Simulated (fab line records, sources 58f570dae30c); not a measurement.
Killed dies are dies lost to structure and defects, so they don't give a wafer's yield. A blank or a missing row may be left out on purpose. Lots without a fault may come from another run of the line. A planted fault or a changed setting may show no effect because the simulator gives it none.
fab line records | flow berkeley_cmos170
record lots=15 wafers=45 last_day=12
route steps=331 shown GATE@130
lots that met no fault: from a run of the same line without faults
start_h: hours from the record's first day to the start of the lot's first wafer shown | wait_h: hours since the lot's step before | " the same as in the row above | L1.1+2: a row that stands for several wafers | - no value, or no start given | * or withheld: withheld | < > ~ a bound
route shown NAME@n: a module of which the file shows steps, and the number in the route of the first | usual: mean/standard deviation of fault-free wafers | same: alike in all rows | chamber/n: place in a boat | sites: the reading at each site | _std_site: their standard deviation | _edge_site: outer sites' mean less inner sites' | radius_mm: how far each site lies from the wafer's centre | mask NAME#n: copy n | behind: the tool/chamber that last shaped the wafer | hold: why the lot was held/for how many hours/how that ended | device: the transistor (n, p or np) that didn't switch | end of line: the same wafers' tests at the end of the route | a step without rows: its recipe alone | killed: dies lost to structure and defects at the first sort, not the wafer's yield | map: a wafer's dies, x killed, . not, _ none there
set.NAME: the setting as run; set.NAME@STEP: as run at that earlier step | model.NAME: the simulator's own value behind a step, which no gauge read
steps of the route over a sample of lots; a table a step, a row a wafer
services: from which hour (start_h, from the record's first day; less than 0 if before it) a tool's chamber was out of use, for how many hours, and why
## steps
# step UCB170_GATE_CVD_04
# recipe material=poly-Si temp_c=610 precursor=SiH4 time_s=1440 pressure_mtorr=375 target_thk_nm=214 sih4_flow_sccm=120
# usual spike_tc_centre_C=612.6/1.1 spike_tc_load_C=634.3/2.1 spike_tc_source_C=631.9/1.7 susceptor_temp_C=610.01/0.28
# columns lot.wafer tool chamber start_h wait_h spike_tc_centre_C spike_tc_load_C spike_tc_source_C susceptor_temp_C
L559.1 lpcvd-01 1 152.59 0.4 614.1 635.4 631.3 609.96
L559.4 " 1 " " 612.8 633.2 630.7 610.15
L559.6 " 1 " " 613.1 636.6 630.4 610.10
L561.1 lpcvd-01 0 167.03 0.0 613.1 635.0 630.0 609.95
L561.2 " 0 " " 614.0 633.3 629.6 609.77
L561.3 " 0 " " 614.1 634.5 632.6 609.84
L562.1 lpcvd-01 1 167.03 0.0 611.0 632.9 631.2 609.75
L562.2 " 1 " " 612.9 635.9 630.6 609.93
L562.6 " 1 " " 613.2 633.8 631.7 610.03
L563.1 lpcvd-01 0 167.03 0.0 614.3 636.0 630.9 609.69
L563.3 " 0 " " 613.3 632.9 629.8 609.98
L563.4 " 0 " " 614.3 635.6 632.2 609.57
L564.1 lpcvd-01 0 167.03 0.0 612.5 634.4 633.0 610.40
L564.2 " 0 " " 612.6 633.9 631.0 610.16
L564.6 " 0 " " 613.3 634.9 631.3 610.32
L565.1 lpcvd-01 1 167.03 0.0 612.9 633.4 629.1 610.15
L565.4 " 1 " " 611.6 634.9 631.9 610.33
L565.5 " 1 " " 613.7 635.2 630.6 610.19
L566.2 lpcvd-01 0 183.98 0.0 588.6 610.7 605.0 584.32
L566.4 " 0 " " 589.7 607.9 605.8 584.75
L566.6 " 0 " " 588.9 610.6 605.7 584.90
L567.2 lpcvd-01 1 183.98 0.0 588.4 609.2 605.8 585.27
L567.4 " 1 " " 588.4 609.7 606.5 585.48
L567.6 " 1 " " 588.7 609.5 606.4 584.99
L568.2 lpcvd-01 0 183.98 0.0 588.0 611.0 606.0 584.93
L568.3 " 0 " " 588.1 608.4 605.5 584.98
L568.6 " 0 " " 588.4 608.7 606.9 585.05
L569.4 lpcvd-02 0 203.07 0.0 610.5 636.7 634.5 609.77
L569.5 " 0 " " 611.6 634.4 634.6 609.70
L569.6 " 0 " " 611.8 635.1 632.5 610.25
L572.2 lpcvd-02 1 203.07 0.0 611.2 629.1 630.7 610.35
L572.5 " 1 " " 612.2 626.9 629.8 609.63
L572.6 " 1 " " 612.0 628.9 629.9 609.80
L576.2 lpcvd-02 0 219.98 0.0 611.6 634.3 632.8 610.19
L576.3 " 0 " " 612.5 635.8 634.4 610.26
L576.5 " 0 " " 613.6 635.3 632.9 610.34
L578.2 lpcvd-02 0 219.98 0.0 613.4 635.7 634.8 609.59
L578.4 " 0 " " 611.2 634.7 633.2 609.68
L578.5 " 0 " " 612.7 635.2 633.8 610.09
L581.2 lpcvd-01 0 246.53 0.0 611.6 635.7 629.6 609.99
L581.3 " 0 " " 612.0 633.3 630.1 609.98
L581.6 " 0 " " 612.8 634.2 633.1 609.99
L582.1 lpcvd-01 0 250.73 0.0 613.9 636.3 631.3 610.49
L582.4 " 0 " " 613.1 632.2 632.5 610.42
L582.5 " 0 " " 613.0 635.6 631.0 610.17
# step UCB170_GATE_THK_MEAS_05
# recipe reads=poly-Si_of_GATE_CVD_04
# usual GATE_POLY_THK=214.9/2.4
# columns lot.wafer tool chamber start_h wait_h GATE_POLY_THK[nm]
L559.1 film_metro-01 - 153.99 0.0 213.4
L559.4 " - " " 213.1
L559.6 " - " " 212.6
L563.1 film_metro-01 - 168.43 0.0 215.8
L563.3 " - " " 215.7
L563.4 " - " " 215.7
L565.1 film_metro-04 - 168.43 0.0 217.5
L565.4 " - " " 217.0
L565.5 " - " " 216.0
L562.1 film_metro-02 - 168.44 0.0 218.1
L562.2 " - " " 216.2
L562.6 " - " " 217.1
L561.1 film_metro-04 - 168.49 0.1 215.2
L561.2 " - " " 216.0
L561.3 " - " " 216.1
L564.1 film_metro-01 - 168.49 0.1 218.3
L564.2 " - " " 216.9
L564.6 " - " " 215.7
L568.2 film_metro-04 - 185.39 0.0 117.2
L568.3 " - " " 117.8
L568.6 " - " " 116.3
L567.2 film_metro-01 - 185.44 0.1 116.3
L567.4 " - " " 117.6
L567.6 " - " " 116.4
L566.2 film_metro-04 - 185.45 0.1 120.5
L566.4 " - " " 119.1
L566.6 " - " " 117.7
L569.4 film_metro-04 - 204.50 0.0 214.8
L569.5 " - " " 216.3
L569.6 " - " " 216.3
L572.2 film_metro-02 - 204.54 0.1 213.2
L572.5 " - " " 214.4
L572.6 " - " " 213.4
L578.2 film_metro-04 - 221.45 0.1 210.5
L578.4 " - " " 209.6
L578.5 " - " " 208.4
L576.2 film_metro-02 - 221.46 0.1 215.6
L576.3 " - " " 215.0
L576.5 " - " " 212.9
L581.2 film_metro-04 - 247.94 0.0 217.8
L581.3 " - " " 217.4
L581.6 " - " " 220.1
L582.1 film_metro-04 - 252.13 0.0 214.1
L582.4 " - " " 215.7
L582.5 " - " " 215.4
# step UCB170_GATE_ETCH_15
# recipe chemistry=HBr/Cl2 target=poly-Si stop_on=SiO2 over_etch_frac=0.3 icp_w=300 bias_w=150 time_s=56.3 pressure_mtorr=15 HBr_flow_sccm=150 Cl2_flow_sccm=50 target_depth_a=2782
# usual drypump_motor_current_A=5.46/0.26 oes_product_au=0.829/0.015 throttle_valve_pct=26.40/0.24
# columns lot.wafer tool chamber start_h wait_h drypump_motor_current_A oes_product_au rf_hours_counter_h throttle_valve_pct
L559.1 rie_si-01 0 155.93 - 5.24 0.808 83 26.31
L559.4 " 2 " " 5.31 0.819 10 26.26
L559.6 " 1 " " 5.22 0.820 - 26.74
L563.1 rie_si-02 2 170.08 - 5.50 0.826 15 26.46
L563.3 " 0 " " 6.02 0.826 1 26.26
L563.4 " 0 " " 6.03 0.821 - 26.26
L562.1 rie_si-02 1 170.31 - 5.57 0.859 66 26.64
L562.2 " 2 " " 5.48 0.829 16 26.46
L562.6 " 0 " " 6.02 0.832 - 26.27
L565.1 rie_si-01 3 170.31 - 5.25 0.842 76 25.99
L565.4 " 3 " " 5.26 0.846 - 25.99
L565.5 " 2 " " 5.31 0.826 - 26.25
L561.1 rie_si-02 1 170.58 - 5.57 0.860 66 26.64
L561.2 " 0 " " 6.03 0.818 1 26.27
L561.3 " 2 " " 5.48 0.825 16 26.46
L564.1 rie_si-01 3 170.58 - 5.27 0.845 76 25.98
L564.2 " 2 " " 5.29 0.828 10 26.26
L564.6 " 3 " " 5.29 0.839 - 25.98
L568.2 rie_si-01 1 186.47 - 5.18 0.576 0 26.64
L568.3 " 0 " " 5.28 0.557 84 26.30
L568.6 " 0 " " 5.26 0.566 - 26.31
L567.2 rie_si-02 2 186.72 - 5.47 0.572 16 26.46
L567.4 " 3 " " 5.71 0.593 1 26.78
L567.6 " 2 " " 5.46 0.568 - 26.45
L566.2 rie_si-01 1 186.84 - 5.19 0.588 0 26.64
L566.4 " 3 " " 5.27 0.582 76 25.99
L566.6 " 2 " " 5.30 0.575 - 26.24
L569.4 rie_si-01 0 205.91 - 5.27 0.808 84 26.31
L569.5 " 1 " " 5.18 0.838 - 26.64
L569.6 " 2 " " 5.33 0.822 - 26.25
L572.2 rie_si-01 3 206.18 - 5.30 0.841 76 25.98
L572.5 " 1 " " 5.16 0.840 - 26.66
L572.6 " 0 " " 5.22 0.812 - 26.32
L578.2 rie_si-02 2 223.52 - 5.48 0.815 16 26.46
L578.4 " 0 " " 6.03 0.803 1 26.28
L578.5 " 2 " " 5.48 0.817 - 26.47
L576.2 rie_si-01 3 223.80 - 5.29 0.841 76 25.97
L576.3 " 1 " " 5.11 0.841 0 26.65
L576.5 " 0 " " 5.24 0.809 - 26.32
L581.2 rie_si-02 1 251.39 - 5.57 0.861 66 26.67
L581.3 " 0 " " 6.03 0.821 1 26.27
L581.6 " 1 " " 5.59 0.865 - 26.66
L582.1 rie_si-01 2 254.57 - 5.33 0.822 11 26.24
L582.4 " 1 " " 5.21 0.840 0 26.65
L582.5 " 1 " " 5.20 0.838 - 26.65
## services
# columns tool chamber start_h hours kind
rie_si-02 2 143.61 2.0 repair
rie_si-02 3 159.43 15.4 repair
rie_si-01 1 168.86 - clean
rie_si-01 1 168.86 11.4 scheduled_down
rie_si-01 1 168.86 11.4 vent_cycle
lpcvd-02 - 180.20 0.5 repair
## key
first_sign step=UCB170_GATE_CVD_04 reading=susceptor_temp_C direction=down sigmas=89 usual=* struck=*
effect step=UCB170_GATE_CVD_04 reading=spike_tc_centre_C direction=down sigmas=21 usual=612.6 struck=588.6
effect step=UCB170_GATE_THK_MEAS_05 reading=GATE_POLY_THK direction=down sigmas=41 usual=214.9 struck=117.7
effect step=UCB170_GATE_ETCH_15 reading=oes_product_au direction=down sigmas=17 usual=0.829 struck=0.575
met_at UCB170_GATE_CVD_04
struck_lots L566,L567,L568
tester_left_out L566,L567,L568
onset_between 167.03 183.98
fault kind=process_parameter_drift tool=lpcvd-01 chamber=- onset_h=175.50 steps=UCB170_GATE_CVD_04 channel=temp_c offset=* shape=step end_h=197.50 acts_in=* stated=*
# tester_left_out: of these lots the tester's yield and bins aren't shown, on N5 and GAA mostly nor the transistor test; their killed dies are dies lost to structure and defects alone, not to doping, threshold or leakage, so they don't give the yield
